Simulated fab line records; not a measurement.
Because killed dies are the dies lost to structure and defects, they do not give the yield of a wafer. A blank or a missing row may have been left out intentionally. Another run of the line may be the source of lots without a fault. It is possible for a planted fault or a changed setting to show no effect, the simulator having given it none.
Code-filled problem report in 8D (eight disciplines) form :: flow berkeley cmos170 :: the parts of the form that need people (team, actions taken, sign-off) are left out

== 1. WHAT IS WRONG ==
Wafers without a fault read 15.32 s, standard deviation 0.089; strip time to endpoint s at UCB170_V1_STRIP_15 reads a mean of 15.78 s on 6 wafers belonging to 2 lots. Measured from the usual mean, that is +5.1 standard deviations.
The step: strips in O2.
First observed at day 9 04:01: wafer L235.3, on plasma asher-01. The record holds 42 wafers of 14 lots with a number at this step. Rule for "out", or "out of limits": more than 4 standard deviations from the usual mean. The rest of the wafers with a number are treated as sound.

== 2. WHAT THIS IS AND IS NOT ==
question: which readings at this step
is: strip time to endpoint s
is not: oes product au

question: which lots
is: L235, L237
is not: L228, L231, L232, L234, L240, L242, L244, L246, L247, L248, L249, L251

question: which wafers of those lots
is: all that have a number
is not: -

question: read on which tools
is: plasma asher-01
is not: plasma asher-02, plasma asher-03

question: when
is: from day 9 04:01
is not: up to then (12 sound wafers); but 24 sound wafers of L240, L242, L244, L246, L247, L248, L249, L251 came after

== 3. SUSPECTS, AND WHAT RULES EACH OUT ==
Counting: a tool stays on the suspect list if, at a process step up to the reading, it processed all lots that are out and no sound lot following the first of them.
- rie diel-04 at UCB170_V1_ETCH_14 (etches SiO2 in CHF3/CF4/Ar, stops on Al, target depth 1250 nm, time 291 s): ruled out as a lasting fault. The sound lots L248 went through it after L235, its earliest lot that is out (day 9 03:46).
- plasma asher-01 at UCB170_V1_STRIP_15 (strips in O2): ruled out as a lasting fault. The sound lots L242, L249 went through it after L235, its earliest lot that is out (day 9 04:01).
Left after counting: nothing in the record.

== 4. THE CAUSE (what the simulator had put in) ==
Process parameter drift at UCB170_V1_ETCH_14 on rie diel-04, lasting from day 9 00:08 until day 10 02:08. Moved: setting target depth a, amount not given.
It was ruled out by counting, in error; the rule expects a fault to strike all lots run on its tool from its start on, and this fault did not.

== 5. SEQUENCE OF EFFECTS, ordered by route ==
One row per reading whose mean, taken over the struck wafers that have a number, lies over 3 standard deviations from the usual. Only readings for which the record gives a usual standard deviation are gone through. hours: the time from each lot's start at the first step in this table that gives one to its start at this step, as a median over the lots. sigmas: the change in usual standard deviations.
hours: 0
step: UCB170_V1_STRIP_15
reading: strip time to endpoint s
usual: 15.32 s
on struck wafers: 15.78
change: +0.46
sigmas: +5.1
Process steps it contains:
- UCB170_V1_STRIP_15: strips in O2.
Later measuring or inspecting steps at which every struck wafer that the step has a row for has a number for every such reading, and none has moved that far: UCB170_V2_CD_MEAS_12.

== 6. HOW IT WOULD HAVE BEEN CAUGHT EARLIER ==
In this record the first reading out of limits was taken at day 9 04:01, 4 hours after the fault began at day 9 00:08.
Tool readings at UCB170_V1_ETCH_14 with a usual standard deviation given in the record: none out on any struck wafer, hence no alarm at a limit of 4 standard deviations on them.
